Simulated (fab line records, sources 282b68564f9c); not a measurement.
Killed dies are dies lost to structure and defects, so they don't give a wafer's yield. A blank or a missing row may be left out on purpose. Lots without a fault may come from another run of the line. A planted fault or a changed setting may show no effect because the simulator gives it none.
Which tool did it? | flow rit_cmos | 14 lots, 42 wafers sampled, at 2 steps of a route of 202

WHAT THE GAUGES READ, wafer by wafer
RIT_M1_BOW_MEAS_16.
lot  | measured    | on            | M1_BOW (um)
L179 | day 3 14:37 | film_metro-03 | 14 16 9
L180 | day 3 17:20 | film_metro-04 | 12 10 8
L182 | day 4 02:31 | film_metro-03 | 23 18 17
L183 | day 4 09:06 | film_metro-02 | 12 13 22
L184 | day 4 11:06 | film_metro-02 | 15 11 4
L185 | day 4 15:26 | film_metro-03 | 23 7 22
L186 | day 4 18:56 | film_metro-04 | 19 2 17
L188 | day 5 06:00 | film_metro-02 | 14 35 20
L194 | day 6 12:59 | film_metro-02 | 15 21 14
L195 | day 6 17:55 | film_metro-03 | 16 16 17
L197 | day 7 02:38 | film_metro-04 | 15 16 38
L198 | day 7 08:55 | film_metro-02 | 16 8 19
L200 | day 7 17:46 | film_metro-04 | 18 19 31
L201 | day 7 23:49 | film_metro-02 | 10 16 23

WHICH TOOL RAN EACH LOT (tool, then ch and the chambers of the sampled wafers, then the start)
lot  | RIT_NLDD_COAT_01
L179 | litho_track-03 ch 0, day 2 22:14
L180 | litho_track-01 ch 0, day 2 22:55
L182 | litho_track-02 ch 0, day 3 09:35
L183 | litho_track-01 ch 0, day 3 16:49
L184 | litho_track-01 ch 0, day 3 18:22
L185 | litho_track-03 ch 0, day 3 23:07
L186 | litho_track-02 ch 0, day 4 03:07
L188 | litho_track-03 ch 0, day 4 13:49
L194 | litho_track-02 ch 0, day 5 20:24
L195 | litho_track-02 ch 0, day 6 00:34
L197 | litho_track-01 ch 0, day 6 10:26
L198 | litho_track-01 ch 0, day 6 15:45
L200 | litho_track-01 ch 0, day 7 01:43
L201 | litho_track-03 ch 0, day 7 07:38
- RIT_NLDD_COAT_01: resist thk 1000 nm.

WHAT THE TOOLS THEMSELVES READ (means of the sampled wafers that have a number; where no wafer has one, the mark that the record gives instead)
RIT_NLDD_COAT_01.
lot  | tool           | resist_line_temp_C (C) | spin_speed_rpm (rpm)
L179 | litho_track-03 | 22.93                  | 3249.4
L180 | litho_track-01 | 23.06                  | 3250.0
L182 | litho_track-02 | 22.85                  | 3249.0
L183 | litho_track-01 | 23.07                  | 3250.5
L184 | litho_track-01 | 23.02                  | 3251.4
L185 | litho_track-03 | 22.94                  | 3250.6
L186 | litho_track-02 | 23.01                  | 3253.3
L188 | litho_track-03 | 23.02                  | 3252.8
L194 | litho_track-02 | 23.02                  | 3195.4
L195 | litho_track-02 | 23.06                  | 3195.4
L197 | litho_track-01 | 22.89                  | 3248.9
L198 | litho_track-01 | 23.00                  | 3250.5
L200 | litho_track-01 | 23.01                  | 3249.8
L201 | litho_track-03 | 22.89                  | 3247.8

THE ANSWER, worked out from the rows above alone
Rule: what is usual is taken from the lots themselves. Put in order of their means at a reading, lots are off if they are a third of the lots or fewer, leave a main group of 4 or more, and stand apart from it by a gap of 3 or more times the standard deviation of the main group's means; of several such gaps the widest counts. A main group whose means are all the same, to the digits that the tables above print for the reading, isn't used. A lot without any number at a reading at which 4 lots or more have one is off too. The other lots that the step has rows for count as sound. The gauges are gone through in route order, then the tools' own readings, and for those a lot's mean is taken as printed above. The first step at which some lot is off is used, and at that step the reading that is off furthest; a lot without a number counts as furthest.
Off: L194, L195, at RIT_NLDD_COAT_01 (spin_speed_rpm). The main group: mean 3250.3 rpm, standard deviation 1.5.
A tool fits if, at that step or a process step before it, it ran every lot that is off, and no sound lot after the first of them. One fits: litho_track-02 at RIT_NLDD_COAT_01. Its last sound lot is L186 (day 4 03:07), its first lot that is off L194 (day 5 20:24): a fault that began between those two fits.
The tool's own readings at RIT_NLDD_COAT_01 bear it out: on the lots that are off they differ by more than 5 times the standard deviation of the sound lots' means. spin_speed_rpm reads 3195.4 rpm there against 3250.3 rpm on the sound lots.

WHAT THE SIMULATOR HAD PUT IN
Process parameter drift: litho_track-02, from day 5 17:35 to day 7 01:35, at RIT_NLDD_COAT_01. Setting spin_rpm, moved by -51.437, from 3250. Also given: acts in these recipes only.
Lots struck among those shown: L194, L195. The rule above found the same.
